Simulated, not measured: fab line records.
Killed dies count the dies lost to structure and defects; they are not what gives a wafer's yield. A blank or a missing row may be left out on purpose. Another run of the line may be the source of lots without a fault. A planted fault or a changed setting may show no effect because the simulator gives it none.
The tool behind it: which one? -- flow rit_cmos -- 15 lots with 45 wafers sampled at 6 steps, on a route of 202 steps

WHAT EACH GAUGE READ, for each wafer
RIT_FOX2_THK_MEAS_91. Usual: FIELD_OXIDE_LEFT_2_THK gives 257 nm (standard deviation 8.9).
lot,measured,on,FIELD_OXIDE_LEFT_2_THK (nm),flag
L548,day 2 11:55,film_metro-04,252 245 242,
L549,day 2 17:24,film_metro-01,263 267 266,
L550,day 2 22:02,film_metro-01,272 262 262,
L553,day 3 14:42,film_metro-02,253 254 252,
L554,day 3 23:07,film_metro-04,254 253 250,
L556,day 4 08:59,film_metro-01,251 249 255,
L557,day 4 13:52,film_metro-01,260 263 269,
L559,day 4 21:49,film_metro-02,245 244 253,
L560,day 5 02:36,film_metro-04,266 256 262,
L561,day 5 07:48,film_metro-01,249 250 246,
L562,day 5 10:29,film_metro-04,250 252 247,
L563,day 5 15:43,film_metro-04,250 251 249,
L569,day 6 20:31,film_metro-02,270 272 272,
L570,day 7 01:55,film_metro-01,263 259 261,
L571,day 7 07:01,film_metro-02,269 273 277,

RIT_SDANNEAL_RS_MEAS_04: the measuring method here is four-point-probe. Usual: PSD_RS gives 115.5 ohm/sq (standard deviation 0.34).
lot,measured,on,PSD_RS (ohm/sq),flag
L548,day 3 08:57,film_metro-03,115.6 115.0 115.5,
L549,day 3 20:50,film_metro-04,115.9 115.7 115.4,
L550,day 3 21:09,film_metro-03,115.0 115.0 114.9,
L553,day 4 16:01,film_metro-01,114.9 114.9 114.8,
L554,day 4 21:23,film_metro-04,115.1 115.1 115.2,
L556,day 5 05:57,film_metro-03,115.7 115.3 115.3,
L557,day 5 11:40,film_metro-04,115.6 115.7 115.4,
L559,day 5 18:58,film_metro-04,115.6 115.3 115.6,
L560,day 5 23:37,film_metro-01,115.2 115.6 115.3,
L561,day 6 05:33,film_metro-03,115.6 115.1 115.7,
L562,day 6 05:18,film_metro-04,115.9 115.8 115.7,
L563,day 6 13:24,film_metro-04,115.2 115.1 115.4,
L569,day 7 20:05,film_metro-04,115.2 115.2 115.3,
L570,day 8 05:23,film_metro-01,115.8 115.9 115.3,
L571,day 8 06:26,film_metro-03,115.2 115.3 115.3,

RIT_SILICIDE_RS_MEAS_02: the measuring method here is four-point-probe. Usual: SILICIDE_TI_RS gives 50.3 ohm/sq (standard deviation 0.82).
lot,measured,on,SILICIDE_TI_RS (ohm/sq),flag
L548,day 3 09:35,film_metro-02,49.8 50.2 50.6,
L549,day 3 21:29,film_metro-04,50.9 50.4 51.1,
L550,day 3 21:47,film_metro-04,51.3 51.6 50.9,
L553,day 4 16:40,film_metro-04,50.7 50.4 50.8,
L554,day 4 22:02,film_metro-04,49.3 49.2 49.4,
L556,day 5 06:35,film_metro-01,49.8 49.7 49.5,
L557,day 5 12:19,film_metro-01,50.4 49.6 49.4,
L559,day 5 19:37,film_metro-04,50.9 50.9 51.3,
L560,day 6 00:16,film_metro-02,- - -,OFF
L561,day 6 06:12,film_metro-02,- - -,OFF
L562,day 6 05:56,film_metro-02,- - -,OFF
L563,day 6 14:03,film_metro-04,50.4 50.7 50.5,
L569,day 7 20:44,film_metro-02,51.3 51.4 50.9,
L570,day 8 06:01,film_metro-02,50.4 50.9 50.8,
L571,day 8 07:05,film_metro-01,49.8 48.9 48.8,

RIT_SILICIDE_THK_MEAS_03: measures by xrf. Usual: SILICIDE_TI_THK gives 28.7 nm (standard deviation 0.36).
lot,measured,on,SILICIDE_TI_THK (nm),flag
L548,day 3 09:43,film_metro-02,29.1 28.9 28.7,
L549,day 3 21:35,film_metro-04,28.4 28.8 28.4,
L550,day 3 21:53,film_metro-04,28.4 28.2 28.5,
L553,day 4 16:47,film_metro-04,28.3 28.5 28.2,
L554,day 4 22:08,film_metro-04,29.0 29.1 28.8,
L556,day 5 06:42,film_metro-01,28.9 29.0 29.0,
L557,day 5 12:25,film_metro-01,28.7 29.1 29.3,
L559,day 5 19:44,film_metro-04,28.4 28.4 28.3,
L560,day 6 00:23,film_metro-02,<0.0 <0.0 <0.0,OFF
L561,day 6 06:19,film_metro-02,<0.0 <0.0 <0.0,OFF
L562,day 6 06:04,film_metro-02,<0.0 <0.0 <0.0,OFF
L563,day 6 14:08,film_metro-04,28.7 28.5 28.5,
L569,day 7 20:50,film_metro-02,28.4 28.4 28.6,
L570,day 8 06:08,film_metro-02,28.7 28.6 28.5,
L571,day 8 07:12,film_metro-01,28.8 29.3 29.3,

WHAT TOOL EACH LOT RAN ON (gives the tool, then ch and the chambers of the sampled wafers, and finally the start)
lot,RIT_SDANNEAL_RTA_03,RIT_SILICIDE_SPUTTER_01
L548,"rtp_anneal-02 ch 0, day 3 08:53","pvd_sputter-02, day 3 09:26"
L549,"rtp_anneal-01 ch 0, day 3 20:44","pvd_sputter-01, day 3 21:17"
L550,"rtp_anneal-02 ch 0, day 3 21:04","pvd_sputter-03, day 3 21:36"
L553,"rtp_anneal-01 ch 0, day 4 15:58","pvd_sputter-01, day 4 16:31"
L554,"rtp_anneal-02 ch 0, day 4 21:19","pvd_sputter-02, day 4 21:50"
L556,"rtp_anneal-02 ch 0, day 5 05:53","pvd_sputter-02, day 5 06:25"
L557,"rtp_anneal-01 ch 0, day 5 11:36","pvd_sputter-01, day 5 12:08"
L559,"rtp_anneal-01 ch 0, day 5 18:52","pvd_sputter-01, day 5 19:28"
L560,"rtp_anneal-02 ch 0, day 5 23:34","pvd_sputter-02, day 6 00:07"
L561,"rtp_anneal-02 ch 0, day 6 05:29","pvd_sputter-03, day 6 06:02"
L562,"rtp_anneal-01 ch 0, day 6 05:14","pvd_sputter-01, day 6 05:47"
L563,"rtp_anneal-01 ch 0, day 6 13:19","pvd_sputter-01, day 6 13:50"
L569,"rtp_anneal-01 ch 0, day 7 20:01","pvd_sputter-01, day 7 20:32"
L570,"rtp_anneal-02 ch 0, day 8 05:19","pvd_sputter-01, day 8 05:52"
L571,"rtp_anneal-01 ch 0, day 8 06:23","pvd_sputter-02, day 8 06:56"
- RIT_SDANNEAL_RTA_03: time 5.174 s.
- RIT_SILICIDE_SPUTTER_01: material Ti, target thk 30 nm, time 240 s.

WHAT THE TOOLS THEMSELVES READ (means of the sampled wafers that have a number; where no wafer has one, the mark that the record gives instead)
RIT_SDANNEAL_RTA_03. Usual: wafer_temp_C_max 1053.5, standard deviation 1.2.
lot,tool,wafer_temp_C_max,flag
L548,rtp_anneal-02,1053.5,
L549,rtp_anneal-01,1053.9,
L550,rtp_anneal-02,1053.6,
L553,rtp_anneal-01,1053.3,
L554,rtp_anneal-02,1053.8,
L556,rtp_anneal-02,1053.0,
L557,rtp_anneal-01,1053.5,
L559,rtp_anneal-01,1053.1,
L560,rtp_anneal-02,1053.2,
L561,rtp_anneal-02,1053.0,
L562,rtp_anneal-01,1052.9,
L563,rtp_anneal-01,1053.3,
L569,rtp_anneal-01,1053.5,
L570,rtp_anneal-02,1054.1,
L571,rtp_anneal-01,1053.3,

RIT_SILICIDE_SPUTTER_01. Usual: cathode_dc_power_W 337.50 W, standard deviation 0.066; chamber_pressure_pa 0.6670 Pa, standard deviation 0.0013; substrate_temp_c 25.00 C, standard deviation 0.11; throttle_valve_pct 30.2 %, standard deviation 1.5.
lot,tool,cathode_dc_power_W (W),chamber_pressure_pa (Pa),substrate_temp_c (C),throttle_valve_pct (%),flag
L548,pvd_sputter-02,337.55,0.6660,24.95,30.0,
L549,pvd_sputter-01,337.49,0.6675,25.03,30.0,
L550,pvd_sputter-03,337.50,0.6672,24.86,31.0,
L553,pvd_sputter-01,337.50,0.6668,24.94,30.0,
L554,pvd_sputter-02,337.44,0.6665,25.12,29.7,
L556,pvd_sputter-02,337.50,0.6674,24.99,29.5,
L557,pvd_sputter-01,337.46,0.6669,24.90,29.7,
L559,pvd_sputter-01,337.46,0.6665,24.83,30.1,
L560,pvd_sputter-02,-,-,-,-,OFF
L561,pvd_sputter-03,-,-,-,-,OFF
L562,pvd_sputter-01,-,-,-,-,OFF
L563,pvd_sputter-01,337.52,0.6676,25.10,29.2,
L569,pvd_sputter-01,337.47,0.6664,25.11,30.0,
L570,pvd_sputter-01,337.56,0.6672,25.07,29.6,
L571,pvd_sputter-02,337.59,0.6678,24.96,31.4,

THE ANSWER, worked out from the rows above alone
Rule: a lot counts as off when the mean over its wafers that have a number is more than 3 standard deviations away from the usual mean. A lot without any number at a reading at which 4 lots or more have one is off too. The other lots that the step has rows for count as sound. The gauges are gone through in route order, then the tools' own readings, and for those a lot's mean is taken as printed above. At the first step where some lot is off, the reading lying furthest off is the one used; lots without a number count as furthest.
Off: L560, L561, L562, seen at RIT_SILICIDE_RS_MEAS_02 (SILICIDE_TI_RS). Without a number there: L560, L561, L562.
A tool fits if, at a process step before that reading, it ran every lot that is off, and no sound lot after the first of them. Not tried: the gauges at RIT_SILICIDE_RS_MEAS_02; whatever is off there is also off at RIT_SILICIDE_SPUTTER_01, on other tools, and gauge error can't account for it. None of those tried fits.

WHAT WAS PUT IN BY THE SIMULATOR
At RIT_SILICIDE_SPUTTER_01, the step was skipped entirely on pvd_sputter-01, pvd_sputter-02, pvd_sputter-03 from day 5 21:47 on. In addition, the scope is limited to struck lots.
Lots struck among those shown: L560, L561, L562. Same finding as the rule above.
